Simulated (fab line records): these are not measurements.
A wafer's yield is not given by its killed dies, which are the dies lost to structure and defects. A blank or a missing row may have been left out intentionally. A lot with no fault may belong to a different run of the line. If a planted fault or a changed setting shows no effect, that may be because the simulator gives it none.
2 desks looking at one fault + flow berkeley cmos170 + each desk holds nothing but its own numbers, with what lay behind them at the end

AT THE METROLOGY DESK
Means of the sampled wafers that have a number, per lot and without regard to the tool the lot ran on: this is what the gauges read. A lot is out of limits, marked OUT, if its mean lies more than 4 standard deviations from the usual mean; the brackets give that distance.
Columns: A = NWELL_NITRIDE_THK at UCB170_NWELL_THK_MEAS_05, usual 224.4 nm; B = PWELL_OXIDE_THK at UCB170_PWELL_THK_MEAS_03, usual 25.7 nm
| lot  | first seen here | A               | B    |
|------|-----------------|-----------------|------|
| L173 | day 2 01:59     | 224.1           | 25.3 |
| L174 | day 2 10:39     | 221.3           | 25.1 |
| L175 | day 2 20:28     | 224.6           | 25.7 |
| L176 | day 2 23:51     | 224.4           | 25.7 |
| L177 | day 2 23:51     | 221.6           | 25.5 |
| L178 | day 3 10:29     | 225.5           | 25.2 |
| L179 | day 3 14:32     | 222.9           | 25.1 |
| L180 | day 3 14:32     | 223.5           | 25.8 |
| L181 | day 3 18:36     | 222.9           | 26.0 |
| L182 | day 3 23:30     | 224.2           | 26.2 |
| L183 | day 4 04:07     | 222.2           | 26.0 |
| L184 | day 4 12:03     | 258.0 (+18) OUT | -    |
| L185 | day 4 16:48     | 258.1 (+18) OUT | -    |
| L186 | day 5 00:54     | 257.0 (+17) OUT | -    |
| L187 | day 5 00:54     | 257.1 (+17) OUT | -    |
| L195 | day 6 19:41     | 223.2           | 26.2 |
This desk's finding: out of limits on L184, L185, L186, L187; first on L184, day 4 12:03 (NWELL_NITRIDE_THK at UCB170_NWELL_THK_MEAS_05). Within limits: L173, L174, L175, L176, L177, L178, L179, L180, L181, L182, L183, L195.

DESK OF THE TOOL OWNER: lpcvd-01
The tool's own readings at UCB170_NWELL_CVD_04 (deposits Si3N4 from SiH2Cl2/NH3, target thk 224 nm, time 3360 s): means of the sampled wafers that have a number, for each lot that ran on this tool. A lot is out of limits, marked OUT, if its mean lies more than 4 standard deviations from the usual mean; the brackets give that distance.
Columns: A = nh3 flow sccm at UCB170_NWELL_CVD_04, usual 74.98 sccm; B = spike tc source C at UCB170_NWELL_CVD_04, usual 822 C; C = zone power load pct at UCB170_NWELL_CVD_04, usual 20.5 %; D = zone power source pct at UCB170_NWELL_CVD_04, usual 20.8 %
| lot  | first seen here | A               | B   | C    | D    |
|------|-----------------|-----------------|-----|------|------|
| L173 | day 2 00:04     | 74.69           | 819 | 19.4 | 21.2 |
| L175 | day 2 18:32     | 75.11           | 819 | 19.5 | 21.1 |
| L178 | day 3 08:34     | 75.23           | 827 | 20.8 | 20.1 |
| L179 | day 3 12:37     | 74.95           | 820 | 19.5 | 21.0 |
| L180 | day 3 12:37     | 75.13           | 819 | 19.5 | 21.2 |
| L183 | day 4 02:10     | 74.82           | 825 | 20.7 | 19.9 |
| L184 | day 4 10:07     | 90.05 (+60) OUT | 826 | 20.9 | 19.7 |
| L185 | day 4 14:52     | 90.15 (+61) OUT | 827 | 20.7 | 19.7 |
| L186 | day 4 22:57     | 89.91 (+60) OUT | 825 | 20.8 | 19.8 |
| L187 | day 4 22:57     | 89.60 (+58) OUT | 819 | 19.4 | 21.0 |
This desk's verdict: out of limits on L184, L185, L186, L187, starting with L184 at day 4 10:07 (nh3 flow sccm at UCB170_NWELL_CVD_04). Within limits: L173, L175, L178, L179, L180, L183.

PUT TOGETHER
On L184, L185, L186, L187, at day 4 10:07, an alarm was possible from the tool owner's desk.
The metrology desk could have raised an alarm at day 4 12:03, on L184, L185, L186, L187.
All the named lots went through UCB170_NWELL_CVD_04 on lpcvd-01.

WHAT THE SIMULATOR HAD PUT IN
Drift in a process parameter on lpcvd-01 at UCB170_NWELL_CVD_04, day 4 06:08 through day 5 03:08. A move of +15 in setting nh3 flow sccm, from 75. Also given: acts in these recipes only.
Shown lots that were struck: L184, L185, L186, L187.
Time in hours from fault onset to the first out-of-limits reading at each desk: tool owner's desk 4, metrology desk 6.
